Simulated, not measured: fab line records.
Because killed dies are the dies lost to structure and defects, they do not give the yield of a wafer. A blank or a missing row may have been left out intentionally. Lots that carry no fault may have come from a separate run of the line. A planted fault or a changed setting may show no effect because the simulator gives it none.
Comparing a struck lot with a sound one / flow ritCmos / 15 out of 202 route steps
Sound: wafers L754.1, L754.5, L754.6. Struck: wafers L761.2, L761.5, L761.6. The cause is given at the end.
Per side, at each step with rows, come the tool, then ch with its chambers, and then its first start. Under that, the readings that differ: sound wafers / struck wafers / difference of the means / sigmas: that difference in standard deviations of wafers without a fault.
alike: words and numbers the same on both sides, and readings whose means are apart by under 2 such deviations; not compared: readings that were withheld, readings missing a value for some wafer, numbers with overlapping values and no deviation given by the record, and bounds like >300 which may hide the same value.
Wherever a step has rows on one side only, a row that says differs or no value, or a row with sigmas, the two part there. Numbers that don't overlap but have no deviation are shown without sigmas and don't part them. A reading that every wafer of one side lacks parts them only if that side has two wafers or more.

RIT_M1_THK_MEAS_02: measures by xrf.
  sound on filmMetro-01 at day 6 20:29; struck on filmMetro-02 at day 8 09:58
  alike: M1_AL_THK
then, 6 steps without rows for these wafers: RIT_M1_HMDS_03 (prime time 60 s); RIT_M1_COAT_04 (resist thk 1300 nm); RIT_M1_SOFTBAKE_05 (time 60 s); RIT_M1_EXPOSE_06 (exposes mask M12, target cd 2600 nm); RIT_M1_PEB_07; RIT_M1_DEVELOP_08 (develop time 68 s).
RIT_M1_CD_MEAS_09 targets a cd of 2600 nm.
  sound on cdSem-01 at day 6 21:32; struck on cdSem-02 at day 8 11:13
  alike: cdNm
RIT_M1_OVL_MEAS_10:
  sound on overlay-02 at day 6 21:40; struck on overlay-01 at day 8 11:19
  alike: M1_OVL
then, 1 step without rows for these wafers: RIT_M1_HARDBAKE_11 (time 120 s).
RIT_M1_METAL_ETCH_12: etches Al in Cl2/BCl3, stops on SiO2, time 165 s, target depth 600 nm.
  sound on rieMetal-02 ch 0,1, day 6 21:57; struck on rieMetal-03 ch 0,1, day 8 11:35
  alike: drypumpMotorCurrentA, oesProductAu, throttleValvePct
  not compared: rfHoursCounterH
then, 1 step without rows for these wafers: RIT_M1_STRIP_13 (strips in nmp, time 600 s).
RIT_M1_STRIP_14: strips in O2, time 180 s.
  sound on plasmaAsher-03 ch 0,1, day 6 22:17; struck on plasmaAsher-01 ch 0,1, day 8 11:57
reading=runLengthS (s); sound=208.28 208.59 208.38; struck=257.60 257.77 258.10; difference=+49.41; sigmas=+99 or more
  alike: drypumpMotorCurrentA
  not compared: rfHoursCounterH
RIT_M1_CD_MEAS_90 targets a cd of 2600 nm.
  sound on cdSem-01 at day 6 22:28; struck on cdSem-01 at day 8 12:08
  alike: cdNm
RIT_M1_PROBE_99:
  sound on prober-02 at day 7 01:13; struck on prober-02 at day 8 13:58
  alike: defectLimitedYield, killedAtContacts, killedAtFrontEnd, killedDies, killedOpen, killedShort, sort_bin_3_pad_short, sort_bin_5_function, sort_bin_6_memory, sortNPass, sortYieldPct

== WHERE THEY PART ==
Within this record, at RIT_M1_STRIP_14 only. Later steps at which nothing parts them and some readings are alike: RIT_M1_CD_MEAS_90, RIT_M1_PROBE_99.

WHY: what had been put in by the simulator
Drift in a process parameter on plasmaAsher-01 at RIT_M1_STRIP_14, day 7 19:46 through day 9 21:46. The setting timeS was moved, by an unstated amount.
